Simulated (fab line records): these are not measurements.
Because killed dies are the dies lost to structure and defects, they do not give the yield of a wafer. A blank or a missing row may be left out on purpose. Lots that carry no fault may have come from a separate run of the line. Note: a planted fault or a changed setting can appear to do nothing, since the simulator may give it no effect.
2 desks, one fault / flow berkeley cmos170 / numbers are kept per desk, each desk with only its own; the story behind them comes last

AT THE TOOL OWNER'S DESK: pvd sputter-02
The tool's own readings at UCB170_SILICIDE_SPUTTER_01 (material Ti, target thk 30 nm, time 23.83 s): means of the sampled wafers that have a number, for each lot that ran on this tool. The brackets show how far a lot's mean lies from the usual mean; more than 4 standard deviations puts the lot out of limits, marked OUT.
Columns: A = throttle valve pct at UCB170_SILICIDE_SPUTTER_01, usual 29.7 %
lot=L334; first seen here=day 7 08:59; A=30.3
lot=L340; first seen here=day 9 01:44; A=30.2
lot=L348; first seen here=day 10 02:50; A=31.1
lot=L351; first seen here=day 10 22:14; A=30.2
lot=L353; first seen here=day 11 02:34; A=29.8
This desk's verdict: no lot among the 5 shows anything out of limits.

AT THE METROLOGY DESK
Lot by lot, what the gauges showed, no matter which tool ran the lot: averages of those sampled wafers that carry a number. The brackets show how far a lot's mean lies from the usual mean; more than 4 standard deviations puts the lot out of limits, marked OUT.
Columns: A = SILICIDE_TI_RS at UCB170_SILICIDE_RS_MEAS_02, usual 27.5 ohm/sq; B = SILICIDE_TI_THK at UCB170_SILICIDE_THK_MEAS_03, usual 28.1 nm; C = cd nm at UCB170_CONTACT_CD_MEAS_15, usual 699.6 nm; D = cd nm at UCB170_CONTACT_CD_MEAS_90, usual 699.3 nm
lot=L331; first seen here=day 7 06:49; A=27.5; B=28.1; C=700.4; D=701.4
lot=L333; first seen here=day 7 09:01; A=27.8; B=27.9; C=699.0; D=698.0
lot=L334; first seen here=day 7 09:02; A=27.8; B=27.9; C=697.3; D=696.7
lot=L335; first seen here=day 7 09:11; A=27.3; B=28.3; C=698.8; D=699.5
lot=L338; first seen here=day 8 05:38; A=28.0; B=27.7; C=699.5; D=699.1
lot=L339; first seen here=day 8 18:24; A=27.8; B=27.9; C=698.9; D=698.4
lot=L340; first seen here=day 9 01:48; A=27.4; B=28.3; C=702.2; D=701.3
lot=L341; first seen here=day 9 05:34; A=27.6; B=28.1; C=702.7; D=702.4
lot=L343; first seen here=day 9 10:27; A=27.2; B=28.3; C=698.6; D=698.5
lot=L348; first seen here=day 10 02:54; A=27.5; B=28.3; C=695.1; D=694.7
lot=L351; first seen here=day 10 22:16; A=39.1 (+30) OUT; B=20.9 (-22) OUT; C=700.8; D=700.2
lot=L350; first seen here=day 10 22:45; A=27.5; B=28.1; C=700.9; D=701.0
lot=L354; first seen here=day 11 02:16; A=27.1; B=28.5; C=700.5; D=700.9
lot=L353; first seen here=day 11 02:35; A=37.7 (+26) OUT; B=21.5 (-20) OUT; C=699.3; D=699.2
Per this desk, out of limits: L351, L353; the first was L351, day 10 22:16 (SILICIDE_TI_RS at UCB170_SILICIDE_RS_MEAS_02). In limits: L331, L333, L334, L335, L338, L339, L340, L341, L343, L348, L350, L354.

BROUGHT TOGETHER
The metrology desk could have raised an alarm at day 10 22:16, on L351, L353.
The tool owner's desk saw nothing out of limits.
Tool owner's desk: L351, L353 on record, inside its limits.
Every lot named ran UCB170_SILICIDE_SPUTTER_01 on pvd sputter-02.

WHAT HAD BEEN PUT IN BY THE SIMULATOR
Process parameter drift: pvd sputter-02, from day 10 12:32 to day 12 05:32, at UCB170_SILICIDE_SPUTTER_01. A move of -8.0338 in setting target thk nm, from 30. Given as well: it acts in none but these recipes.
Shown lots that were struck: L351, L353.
Per desk, hours elapsed from the start of the fault to the first reading out of limits: for the metrology desk, 10.
